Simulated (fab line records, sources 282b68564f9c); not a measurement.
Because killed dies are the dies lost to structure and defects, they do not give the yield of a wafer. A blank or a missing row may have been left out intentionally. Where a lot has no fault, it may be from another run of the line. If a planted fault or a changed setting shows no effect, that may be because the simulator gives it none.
fab line records	flow rit_cmos
record: lots: 5	wafers: 23
route steps=202 shown GATE@76 FOX2@80 PLDD@122 SDANNEAL@155 SILICIDE@162 CONTACT@175 M1@188
start_h: hours from the record's opening day to when the first of the lot's shown wafers began	wait_h: hours from the lot's prior step to this one	" as in the row above	L1.1+2: one row covering several wafers at once	- either no value or no given start	* or withheld: withheld	< > ~ a bound
route shown NAME@n: a module of which the file shows steps, and the number in the route of the first	usual: mean/standard deviation taken from wafers without a fault	same: alike in all rows	chamber/n: place in a boat	sites: per-site readings	_std_site: how widely they spread, as a standard deviation	_edge_site: outer sites' mean less inner sites'	radius_mm: how far each site lies from the wafer's centre	mask NAME#n: copy n	behind: the most recent tool/chamber to have shaped the wafer	hold: why the lot went on hold/how many hours it stayed there/how the hold came to an end	device: the n, p or np transistor that did not switch	end of line: tests run on the same wafers once the route is complete	where a step has no rows: the recipe by itself	killed: count of dies lost to structure and defects at first sort (not the wafer's yield)	map: the dies of a wafer, with x for killed, . for not killed, _ for no die there
set.NAME: the setting that was run; set.NAME@STEP: the one run at that earlier step	model.NAME: the simulator's own value behind a step, which no gauge read
lots whose settings were changed on purpose; a table a step, a row a wafer
== steps ==
step: RIT_GATE_CLEAN_01
recipe: chemistry: SC1	mix: 3:3:50	time_s: 600	temp_c: 75
lot.wafer	tool	chamber	start_h	wait_h	set.time_s
L074.2+3+4+5+6	-	-	-	0.0	600
L075.1+4+6	wet_bench-01	0	37.27	0.0	600
L076.1+2+3+4+5	-	-	-	0.0	540.7
L081.1+3+4+5+6	-	-	-	0.0	549.8
L083.1+2+3+4+5	-	-	-	0.0	545.3
step: RIT_GATE_CLEAN_02
recipe: chemistry: dHF	dilution: 50:1	time_s: 30
step: RIT_GATE_CLEAN_03
recipe: chemistry: SC2	mix: 3:3:50	time_s: 600	temp_c: 75	dry: n2_spin
step: RIT_GATE_CLEAN_04
recipe: chemistry: dHF	dilution: 50:1	time_s: 60	dry: n2_spin
step: RIT_FOX2_THK_MEAS_91
recipe: reads: SiO2_of_FOX2_OXIDATION_00
usual: FIELD_OXIDE_LEFT_2_THK: 256/6
lot.wafer	tool	chamber	start_h	wait_h	set.temp_c@FOX2_OXIDATION_00	FIELD_OXIDE_LEFT_2_THK[nm]
L074.2	film_metro-03	-	32.27	0.0	1114	281
L074.3	"	-	"	"	1114	285
L074.4	"	-	"	"	1114	280
L074.5	"	-	"	"	1114	283
L074.6	"	-	"	"	1114	282
L075.1	film_metro-03	-	37.68	0.0	1100	253
L075.4	"	-	"	"	1100	260
L075.6	"	-	"	"	1100	257
L076.1	film_metro-03	-	42.79	0.0	1100	261
L076.2	"	-	"	"	1100	257
L076.3	"	-	"	"	1100	253
L076.4	"	-	"	"	1100	256
L076.5	"	-	"	"	1100	256
L081.1	film_metro-02	-	66.78	0.0	1080	222
L081.3	"	-	"	"	1080	222
L081.4	"	-	"	"	1080	218
L081.5	"	-	"	"	1080	219
L081.6	"	-	"	"	1080	218
L083.1	film_metro-02	-	78.15	0.0	1126	292
L083.2	"	-	"	"	1126	293
L083.3	"	-	"	"	1126	294
L083.4	"	-	"	"	1126	295
L083.5	"	-	"	"	1126	294
step: RIT_GATE_CVD_08
recipe: material: poly-Si	target_thk_nm: 250	temp_c: 610	precursor: SiH4	time_s: 2220	pressure_mtorr: 300	sih4_flow_sccm: 100
lot.wafer	tool	chamber	start_h	wait_h	set.time_s	model.poly-Si_of_GATE_CVD_08.thk_nm
L074.2+4	-	-	-	0.0	1900	214.1
L074.3	"	-	"	"	1900	215.1
L074.5	"	-	"	"	1900	216.8
L074.6	"	-	"	"	1900	214.6
L075.1	lpcvd-02	0	42.15	0.1	2220	252.6
L075.4	"	0	"	"	2220	249.1
L075.6	"	0	"	"	2220	250.2
L076.1	-	-	-	0.1	2070	237
L076.2	"	-	"	"	2070	238.7
L076.3	"	-	"	"	2070	237.6
L076.4	"	-	"	"	2070	237.7
L076.5	"	-	"	"	2070	234.1
L081.1+4	-	-	-	0.1	2547	288.9
L081.3	"	-	"	"	2547	287.8
L081.5	"	-	"	"	2547	288.5
L081.6	"	-	"	"	2547	289.6
L083.1	-	-	-	0.1	2220	253.2
L083.2	"	-	"	"	2220	254.5
L083.3	"	-	"	"	2220	253.1
L083.4	"	-	"	"	2220	253.7
L083.5	"	-	"	"	2220	251.7
step: RIT_GATE_THK_MEAS_09
recipe: reads: poly-Si_of_GATE_CVD_08
usual: GATE_POLY_THK: 251.4/1.8
lot.wafer	tool	chamber	start_h	wait_h	set.time_s@GATE_CVD_08	GATE_POLY_THK[nm]
L074.2	film_metro-04	-	-	-	1900	214.0
L074.3	"	-	"	"	1900	215.1
L074.4	"	-	"	"	1900	214.0
L074.5	"	-	"	"	1900	216.8
L074.6	"	-	"	"	1900	214.5
L075.1	film_metro-04	-	44.58	0.0	2220	252.7
L075.4	"	-	"	"	2220	249.1
L075.6	"	-	"	"	2220	250.4
L076.1	film_metro-02	-	-	-	2070	236.8
L076.2	"	-	"	"	2070	238.4
L076.3	"	-	"	"	2070	237.8
L076.4	"	-	"	"	2070	237.5
L076.5	"	-	"	"	2070	234.0
L081.1	film_metro-04	-	-	-	2547	288.9
L081.3	"	-	"	"	2547	287.9
L081.4	"	-	"	"	2547	289.0
L081.5	"	-	"	"	2547	288.3
L081.6	"	-	"	"	2547	289.7
L083.1	film_metro-03	-	-	-	2220	253.2
L083.2	"	-	"	"	2220	254.4
L083.3	"	-	"	"	2220	252.9
L083.4	"	-	"	"	2220	253.5
L083.5	"	-	"	"	2220	251.8
step: RIT_GATE_DEVELOP_15
recipe: resist: NOVOLAK	develop_time_s: 50	dev_temp_c: 23
lot.wafer	tool	chamber	start_h	wait_h	set.develop_time_s
L074.2+3+4+5+6	litho_track-03	0	-	-	50
L075.1+4+6	litho_track-04	0	-	-	50
L076.1+2+5	litho_track-02	0	-	-	50
L076.3+4	"	0	"	"	52.35
L081.1+5+6	litho_track-02	0	-	-	52.75
L081.3+4	"	0	"	"	50
L083.1+3	litho_track-03	0	-	-	53.76
L083.2+4+5	"	0	"	"	50
step: RIT_GATE_CD_MEAS_16
recipe: target_cd_nm: 150
usual: cd_nm: 150.7/2.7
lot.wafer	tool	chamber	start_h	wait_h	set.develop_time_s@GATE_DEVELOP_15	cd_nm
L074.2	cd_sem-02	-	36.25	-	50	156.3
L074.3	"	-	"	"	50	155.8
L074.4	"	-	"	"	50	154.6
L074.5	"	-	"	"	50	159.4
L074.6	"	-	"	"	50	155.6
L075.1	cd_sem-02	-	45.76	-	50	150.0
L075.4	"	-	"	"	50	147.6
L075.6	"	-	"	"	50	147.6
L076.1	cd_sem-02	-	46.89	-	50	151.6
L076.2	"	-	"	"	50	148.9
L076.3	"	-	"	"	52.35	140.1
L076.4	"	-	"	"	52.35	143.5
L076.5	"	-	"	"	50	150.8
L081.1	cd_sem-02	-	71.90	-	52.75	140.8
L081.3	"	-	"	"	50	150.9
L081.4	"	-	"	"	50	151.4
L081.5	"	-	"	"	52.75	140.5
L081.6	"	-	"	"	52.75	142.3
L083.1	cd_sem-02	-	83.04	-	53.76	137.2
L083.2	"	-	"	"	50	151.0
L083.3	"	-	"	"	53.76	135.7
L083.4	"	-	"	"	50	148.6
L083.5	"	-	"	"	50	150.0
step: RIT_GATE_HARDBAKE_18
recipe: resist: NOVOLAK	temp_c: 140	time_s: 60
step: RIT_GATE_ETCH_19
recipe: chemistry: SF6/CHF3/O2	time_s: 165	SF6_flow_sccm: 30	CHF3_flow_sccm: 30	O2_flow_sccm: 5	target: poly-Si	pressure_mtorr: 40	rf_w: 160	target_depth_a: 3125	over_etch_frac: 0.25	stop_on: SiO2
usual: oes_product_au: 0.861/0.0086
lot.wafer	tool	chamber	start_h	wait_h	set.time_s@GATE_CVD_08	oes_product_au	model.etch.depth_nm	model.GATE.feature_depth_nm
L074.2	rie_si-01	0	36.54	0.1	1900	0.776	214.1	214.1
L074.3	"	1	"	"	1900	0.767	215.1	215.1
L074.4	"	1	"	"	1900	0.771	214.1	214.1
L074.5	"	3	"	"	1900	0.774	216.8	216.8
L074.6	"	0	"	"	1900	0.765	214.6	214.6
L075.1	rie_si-02	2	46.07	0.1	2220	0.864	252.6	252.6
L075.4	"	3	"	"	2220	0.833	249.1	249.1
L075.6	"	1	"	"	2220	0.852	250.2	250.2
L076.1	rie_si-01	2	47.25	0.1	2070	0.832	237	237
L076.2	"	0	"	"	2070	0.824	238.7	238.7
L076.3	"	3	"	"	2070	0.818	237.6	237.6
L076.4	"	1	"	"	2070	0.814	237.7	237.7
L076.5	"	0	"	"	2070	0.811	234.1	234.1
L081.1	rie_si-02	0	72.20	0.1	2547	0.949	288.9	288.9
L081.3	"	1	"	"	2547	0.946	287.8	287.8
L081.4	"	0	"	"	2547	0.961	288.9	288.9
L081.5	"	2	"	"	2547	0.950	288.5	288.5
L081.6	"	1	"	"	2547	0.956	289.6	289.6
L083.1	rie_si-02	3	83.35	0.1	2220	0.888	253.2	253.2
L083.2	"	2	"	"	2220	0.859	254.5	254.5
L083.3	"	1	"	"	2220	0.862	253.1	253.1
L083.4	"	0	"	"	2220	0.868	253.7	253.7
L083.5	"	0	"	"	2220	0.868	251.7	251.7
step: RIT_GATE_STRIP_20
recipe: chemistry: O2	time_s: 180	resist: NOVOLAK	platen_temp_c: withheld	power_w: 500	pressure_mtorr: 4000	o2_flow_sccm: 4000
step: RIT_GATE_CD_MEAS_90
recipe: target_cd_nm: 150
usual: cd_nm: 150.8/2.7
lot.wafer	tool	chamber	start_h	wait_h	set.develop_time_s@GATE_DEVELOP_15	cd_nm
L074.2	cd_sem-02	-	36.84	0.1	50	156.0
L074.3	"	-	"	"	50	155.6
L074.4	"	-	"	"	50	154.5
L074.5	"	-	"	"	50	160.1
L074.6	"	-	"	"	50	155.8
L075.1	cd_sem-02	-	46.35	0.1	50	149.9
L075.4	"	-	"	"	50	148.0
L075.6	"	-	"	"	50	147.2
L076.1	cd_sem-02	-	47.54	0.1	50	151.4
L076.2	"	-	"	"	50	148.9
L076.3	"	-	"	"	52.35	140.3
L076.4	"	-	"	"	52.35	143.4
L076.5	"	-	"	"	50	150.7
L081.1	cd_sem-02	-	72.49	0.1	52.75	140.9
L081.3	"	-	"	"	50	151.6
L081.4	"	-	"	"	50	151.8
L081.5	"	-	"	"	52.75	140.8
L081.6	"	-	"	"	52.75	142.3
L083.1	cd_sem-02	-	83.63	0.1	53.76	137.6
L083.2	"	-	"	"	50	151.4
L083.3	"	-	"	"	53.76	135.9
L083.4	"	-	"	"	50	149.3
L083.5	"	-	"	"	50	150.5
step: RIT_PLDD_IMPLANT_08
recipe: species: BF2	energy_kev: 20	dose_cm2: 9e+14	tilt_deg: 7
lot.wafer	tool	chamber	start_h	wait_h	set.energy_kev	model.implant.rp_nm	model.implant.drp_nm
L074.2+4+6	implanter-04	0	44.12	0.1	19.42	17.05	9.552
L074.3+5	"	0	"	"	20	17.45	9.752
L075.1+4+6	implanter-02	0	52.04	0.1	20	17.51	9.752
L076.1+2+3+4+5	implanter-04	0	53.36	0.1	20	17.82	9.752
L081.1+4	implanter-01	0	78.19	0.1	19.53	16.88	9.59
L081.3+5+6	"	0	"	"	20	17.2	9.752
L083.1+4+5	implanter-02	0	89.18	0.1	18.95	16.75	9.389
L083.2+3	"	0	"	"	20	17.47	9.752
step: RIT_SDANNEAL_CLEAN_02
recipe: chemistry: SC2	mix: 3:3:50	time_s: 600	temp_c: 75	dry: n2_spin
lot.wafer	tool	chamber	start_h	wait_h	set.time_s
L074.2+3+4+5+6	-	-	-	0.0	600
L075.1+4+6	wet_bench-03	0	59.16	0.0	600
L076.1+2+3+4+5	-	-	-	0.0	629.5
L081.1+3+4+5+6	-	-	-	0.0	551.7
L083.1+2+3+4+5	-	-	-	0.0	517.6
step: RIT_SDANNEAL_RTA_03
recipe: temp_c: 1050	time_s: 5	idle_temp_c: 600	ramp_up_c_per_s: 342	ramp_down_c_per_s: 171	cool_to_c: 600	ambient: N2
step: RIT_SDANNEAL_RS_MEAS_06
recipe: thk_meas_gauge: four-point-probe
usual: PLDD_RS: 178.6/0.48
lot.wafer	tool	chamber	start_h	wait_h	set.energy_kev@PLDD_IMPLANT_08	PLDD_RS[ohm/sq]
L074.2	film_metro-04	-	51.60	0.1	19.42	180.6
L074.3	"	-	"	"	20	178.8
L074.4	"	-	"	"	19.42	181.1
L074.5	"	-	"	"	20	178.6
L074.6	"	-	"	"	19.42	180.7
L075.1	film_metro-02	-	59.63	0.1	20	177.4
L075.4	"	-	"	"	20	177.7
L075.6	"	-	"	"	20	177.6
L076.1	film_metro-04	-	61.31	0.1	20	178.6
L076.2	"	-	"	"	20	178.4
L076.3	"	-	"	"	20	179.1
L076.4	"	-	"	"	20	179.3
L076.5	"	-	"	"	20	178.9
L081.1	film_metro-04	-	85.85	0.1	19.53	180.9
L081.3	"	-	"	"	20	178.9
L081.4	"	-	"	"	19.53	180.2
L081.5	"	-	"	"	20	178.6
L081.6	"	-	"	"	20	178.8
L083.1	film_metro-04	-	95.74	0.1	18.95	182.6
L083.2	"	-	"	"	20	178.9
L083.3	"	-	"	"	20	179.1
L083.4	"	-	"	"	18.95	182.8
L083.5	"	-	"	"	18.95	182.3
step: RIT_SILICIDE_SPUTTER_01
recipe: material: Ti	target_thk_nm: 30	power_w: 350	chamber_pressure_pa: 0.667	gas: Ar	time_s: 240	substrate_temp_c: 25
lot.wafer	tool	chamber	start_h	wait_h	set.time_s	model.Ti_of_SILICIDE_SPUTTER_01.thk_nm
L074.2	pvd_sputter-01	-	51.84	0.0	216.5	27.06
L074.3	"	-	"	"	216.5	26.86
L074.4	"	-	"	"	240	29.95
L074.5	"	-	"	"	216.5	27.14
L074.6	"	-	"	"	240	29.88
L075.1	pvd_sputter-04	-	59.89	0.0	240	30.35
L075.4	"	-	"	"	240	30.26
L075.6	"	-	"	"	240	30.25
L076.1	pvd_sputter-02	-	61.56	0.0	240	30.26
L076.2	"	-	"	"	240	29.68
L076.3	"	-	"	"	240	29.78
L076.4	"	-	"	"	240	30.15
L076.5	"	-	"	"	240	29.73
L081.1	pvd_sputter-04	-	86.10	0.0	252.9	31.84
L081.3	"	-	"	"	252.9	31.82
L081.4	"	-	"	"	240	30.25
L081.5	"	-	"	"	240	29.98
L081.6	"	-	"	"	240	30.12
L083.1	pvd_sputter-04	-	95.99	0.0	240	30.02
L083.2	"	-	"	"	240	29.89
L083.3	"	-	"	"	240	29.86
L083.4	"	-	"	"	240	30.06
L083.5	"	-	"	"	240	30.2
step: RIT_SILICIDE_RS_MEAS_02
recipe: thk_meas_gauge: four-point-probe	reads: Ti_of_SILICIDE_SPUTTER_01
usual: SILICIDE_TI_RS: 47.8/0.52
lot.wafer	tool	chamber	start_h	wait_h	set.time_s@SILICIDE_SPUTTER_01	SILICIDE_TI_RS[ohm/sq]
L074.2	film_metro-04	-	52.01	0.1	216.5	54.5
L074.3	"	-	"	"	216.5	55.1
L074.4	"	-	"	"	240	48.0
L074.5	"	-	"	"	216.5	54.3
L074.6	"	-	"	"	240	48.2
L075.1	film_metro-04	-	60.04	0.1	240	47.3
L075.4	"	-	"	"	240	47.4
L075.6	"	-	"	"	240	47.4
L076.1	film_metro-02	-	61.71	0.1	240	47.3
L076.2	"	-	"	"	240	48.4
L076.3	"	-	"	"	240	48.3
L076.4	"	-	"	"	240	47.5
L076.5	"	-	"	"	240	48.5
L081.1	film_metro-03	-	86.25	0.1	252.9	44.4
L081.3	"	-	"	"	252.9	44.4
L081.4	"	-	"	"	240	47.4
L081.5	"	-	"	"	240	47.8
L081.6	"	-	"	"	240	47.5
L083.1	film_metro-03	-	96.14	0.1	240	47.7
L083.2	"	-	"	"	240	48.1
L083.3	"	-	"	"	240	48.1
L083.4	"	-	"	"	240	47.6
L083.5	"	-	"	"	240	47.5
step: RIT_SILICIDE_THK_MEAS_03
recipe: thk_meas_gauge: xrf	reads: Ti_of_SILICIDE_SPUTTER_01
usual: SILICIDE_TI_THK: 30.0/0.3
lot.wafer	tool	chamber	start_h	wait_h	set.time_s@SILICIDE_SPUTTER_01	SILICIDE_TI_THK[nm]
L074.2	film_metro-04	-	52.12	0.1	216.5	26.9
L074.3	"	-	"	"	216.5	26.6
L074.4	"	-	"	"	240	29.8
L074.5	"	-	"	"	216.5	27.0
L074.6	"	-	"	"	240	29.6
L075.1	film_metro-04	-	60.16	0.1	240	30.1
L075.4	"	-	"	"	240	30.2
L075.6	"	-	"	"	240	30.1
L076.1	film_metro-02	-	61.83	0.1	240	30.4
L076.2	"	-	"	"	240	29.8
L076.3	"	-	"	"	240	29.9
L076.4	"	-	"	"	240	30.1
L076.5	"	-	"	"	240	29.6
L081.1	film_metro-03	-	86.37	0.1	252.9	31.9
L081.3	"	-	"	"	252.9	31.8
L081.4	"	-	"	"	240	30.4
L081.5	"	-	"	"	240	30.0
L081.6	"	-	"	"	240	30.1
L083.1	film_metro-03	-	96.26	0.1	240	29.8
L083.2	"	-	"	"	240	29.9
L083.3	"	-	"	"	240	29.8
L083.4	"	-	"	"	240	30.1
L083.5	"	-	"	"	240	30.0
step: RIT_CONTACT_DEVELOP_07
recipe: resist: NOVOLAK	develop_time_s: 120	dev_temp_c: 23
lot.wafer	tool	chamber	start_h	wait_h	set.develop_time_s
L074.2+5	litho_track-04	0	-	-	114.1
L074.3+4+6	"	0	"	"	120
L075.1+4+6	litho_track-04	0	-	-	120
L076.1+2+3	litho_track-04	0	-	-	120
L076.4+5	"	0	"	"	135.8
L081.1+3+6	litho_track-01	0	-	-	106.5
L081.4+5	"	0	"	"	120
L083.1+2	litho_track-04	0	-	-	137
L083.3+4+5	"	0	"	"	120
step: RIT_CONTACT_CD_MEAS_08
recipe: target_cd_nm: 1000
usual: cd_nm: 1000.0/1.5
lot.wafer	tool	chamber	start_h	wait_h	set.develop_time_s@CONTACT_DEVELOP_07	cd_nm
L074.2	cd_sem-02	-	53.63	-	114.1	995.7
L074.3	"	-	"	"	120	996.7
L074.4	"	-	"	"	120	998.1
L074.5	"	-	"	"	114.1	992.7
L074.6	"	-	"	"	120	1000.3
L075.1	cd_sem-02	-	61.49	-	120	1001.1
L075.4	"	-	"	"	120	1002.6
L075.6	"	-	"	"	120	1003.1
L076.1	cd_sem-02	-	63.28	-	120	998.4
L076.2	"	-	"	"	120	1001.2
L076.3	"	-	"	"	120	1001.0
L076.4	"	-	"	"	135.8	1011.6
L076.5	"	-	"	"	135.8	1011.9
L081.1	cd_sem-02	-	87.69	-	106.5	990.3
L081.3	"	-	"	"	106.5	989.2
L081.4	"	-	"	"	120	1000.0
L081.5	"	-	"	"	120	999.3
L081.6	"	-	"	"	106.5	990.2
L083.1	cd_sem-02	-	97.80	-	137	1010.7
L083.2	"	-	"	"	137	1011.3
L083.3	"	-	"	"	120	1000.4
L083.4	"	-	"	"	120	1000.3
L083.5	"	-	"	"	120	999.9
step: RIT_CONTACT_HARDBAKE_10
recipe: resist: NOVOLAK	temp_c: 140	time_s: 60
step: RIT_CONTACT_ETCH_11
recipe: target_depth_a: 4800	over_etch_frac: 0.2	stop_on: TiSi2	chemistry: CHF3/CF4/Ar	target: SiO2	CHF3_flow_sccm: 50	cf4_flow_sccm: 10	Ar_flow_sccm: 100	O2_flow_sccm: 5	pressure_mtorr: 100	rf_w: 200	time_s: 320
lot.wafer	tool	chamber	start_h	wait_h	set.develop_time_s@CONTACT_DEVELOP_07	model.CONTACT.cd_nm
L074.2	rie_diel-03	1	53.92	0.1	114.1	995.5
L074.3	"	2	"	"	120	996.9
L074.4	"	3	"	"	120	998.3
L074.5	"	3	"	"	114.1	992.6
L074.6	"	2	"	"	120	1001
L075.1	rie_diel-01	1	61.80	0.1	120	1001
L075.4+6	"	2	"	"	120	1003
L076.1	rie_diel-02	2	63.79	0.1	120	998.7
L076.2	"	0	"	"	120	1001
L076.3	"	1	"	"	120	1002
L076.4+5	"	3,1	"	"	135.8	1012
L081.1	rie_diel-01	3	87.99	0.1	106.5	990.3
L081.3	"	0	"	"	106.5	989.3
L081.4	"	2	"	"	120	1000
L081.5	"	3	"	"	120	998.9
L081.6	"	2	"	"	106.5	990.7
L083.1+2	rie_diel-02	3,2	98.10	0.1	137	1011
L083.3+5	"	1,3	"	"	120	1000
L083.4	"	0	"	"	120	1001
step: RIT_CONTACT_STRIP_12
recipe: chemistry: O2	time_s: 180	resist: NOVOLAK	platen_temp_c: withheld	power_w: 500	pressure_mtorr: 4000	o2_flow_sccm: 4000
step: RIT_CONTACT_CD_MEAS_90
recipe: target_cd_nm: 1000
usual: cd_nm: 1000.1/1.6
lot.wafer	tool	chamber	start_h	wait_h	set.develop_time_s@CONTACT_DEVELOP_07	cd_nm
L074.2	cd_sem-02	-	54.31	0.1	114.1	995.4
L074.3	"	-	"	"	120	996.8
L074.4	"	-	"	"	120	998.4
L074.5	"	-	"	"	114.1	992.4
L074.6	"	-	"	"	120	1000.3
L075.1	cd_sem-02	-	62.17	0.1	120	1001.3
L075.4	"	-	"	"	120	1003.3
L075.6	"	-	"	"	120	1003.0
L076.1	cd_sem-02	-	64.16	0.1	120	998.5
L076.2	"	-	"	"	120	1001.1
L076.3	"	-	"	"	120	1001.7
L076.4	"	-	"	"	135.8	1011.7
L076.5	"	-	"	"	135.8	1012.4
L081.1	cd_sem-02	-	88.36	0.1	106.5	990.3
L081.3	"	-	"	"	106.5	989.8
L081.4	"	-	"	"	120	1000.0
L081.5	"	-	"	"	120	999.1
L081.6	"	-	"	"	106.5	990.8
L083.1	cd_sem-02	-	98.47	0.1	137	1010.7
L083.2	"	-	"	"	137	1011.2
L083.3	"	-	"	"	120	999.9
L083.4	"	-	"	"	120	1000.7
L083.5	"	-	"	"	120	1000.1
step: RIT_M1_COAT_04
recipe: resist: NOVOLAK	spin_rpm: 2000	resist_thk_nm: 1300
lot.wafer	tool	chamber	start_h	wait_h	set.resist_thk_nm	model.NOVOLAK_of_M1_COAT_04.thk_nm
L074.2	litho_track-01	0	55.42	0.1	1230	1235
L074.3+5	"	0	"	"	1300	1303
L074.4	"	0	"	"	1230	1236
L074.6	"	0	"	"	1230	1232
L075.1	litho_track-04	0	63.43	0.1	1300	1294
L075.4	"	0	"	"	1300	1300
L075.6	"	0	"	"	1300	1297
L076.1	litho_track-04	0	65.25	0.1	1359	1358
L076.2	"	0	"	"	1359	1355
L076.3	"	0	"	"	1300	1299
L076.4	"	0	"	"	1359	1357
L076.5	"	0	"	"	1300	1297
L081.1	litho_track-01	0	89.47	0.1	1300	1302
L081.3	"	0	"	"	1276	1275
L081.4+5	"	0	"	"	1300	1304
L081.6	"	0	"	"	1276	1274
L083.1	litho_track-04	0	99.57	0.1	1320	1320
L083.2+5	"	0	"	"	1300	1302
L083.3	"	0	"	"	1300	1300
L083.4	"	0	"	"	1320	1322
== key ==
split: step: RIT_GATE_CLEAN_01	setting: time_s	stated: 600	by: lot
response none clear
split: step: RIT_GATE_CVD_08	setting: time_s	stated: 2220	by: lot
response: step: RIT_GATE_CVD_08	reading: model.poly-Si_of_GATE_CVD_08.thk_nm	change: +2.51	per: 1%	r: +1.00
response: step: RIT_GATE_THK_MEAS_09	reading: GATE_POLY_THK	change: +2.51	per: 1%	r: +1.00
response: step: RIT_GATE_ETCH_19	reading: oes_product_au	change: +0.00623	per: 1%	r: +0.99
response: step: RIT_GATE_ETCH_19	reading: model.etch.depth_nm	change: +2.51	per: 1%	r: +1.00
response: step: RIT_GATE_ETCH_19	reading: model.GATE.feature_depth_nm	change: +2.51	per: 1%	r: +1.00
split: step: RIT_GATE_DEVELOP_15	setting: develop_time_s	stated: 50	by: wafer
response: step: RIT_GATE_CD_MEAS_16	reading: cd_nm	change: -1.8	per: 1%	r: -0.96
response: step: RIT_GATE_CD_MEAS_90	reading: cd_nm	change: -1.84	per: 1%	r: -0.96
split: step: RIT_PLDD_IMPLANT_08	setting: energy_kev	stated: 20	by: wafer
response: step: RIT_PLDD_IMPLANT_08	reading: model.implant.rp_nm	change: +0.137	per: 1%	r: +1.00
response: step: RIT_PLDD_IMPLANT_08	reading: model.implant.drp_nm	change: +0.069	per: 1%	r: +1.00
response: step: RIT_SDANNEAL_RS_MEAS_06	reading: PLDD_RS	change: -0.693	per: 1%	r: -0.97
split: step: RIT_SDANNEAL_CLEAN_02	setting: time_s	stated: 600	by: lot
response none clear
split: step: RIT_SILICIDE_SPUTTER_01	setting: time_s	stated: 240	by: wafer
response: step: RIT_SILICIDE_SPUTTER_01	reading: model.Ti_of_SILICIDE_SPUTTER_01.thk_nm	change: +0.301	per: 1%	r: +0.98
response: step: RIT_SILICIDE_RS_MEAS_02	reading: SILICIDE_TI_RS	change: -0.652	per: 1%	r: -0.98
response: step: RIT_SILICIDE_THK_MEAS_03	reading: SILICIDE_TI_THK	change: +0.299	per: 1%	r: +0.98
split: step: RIT_CONTACT_DEVELOP_07	setting: develop_time_s	stated: 120	by: wafer
response: step: RIT_CONTACT_CD_MEAS_08	reading: cd_nm	change: +0.829	per: 1%	r: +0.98
response: step: RIT_CONTACT_ETCH_11	reading: model.CONTACT.cd_nm	change: +0.815	per: 1%	r: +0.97
response: step: RIT_CONTACT_CD_MEAS_90	reading: cd_nm	change: +0.822	per: 1%	r: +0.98
split: step: RIT_M1_COAT_04	setting: resist_thk_nm	stated: 1300	by: wafer
response: step: RIT_M1_COAT_04	reading: model.NOVOLAK_of_M1_COAT_04.thk_nm	change: +13	per: 1%	r: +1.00
split outside_this_file step=RIT_FOX2_OXIDATION_00 setting=temp_c
split outside_this_file: this setting was split too, and the file shows its column; the key of that split is in another file
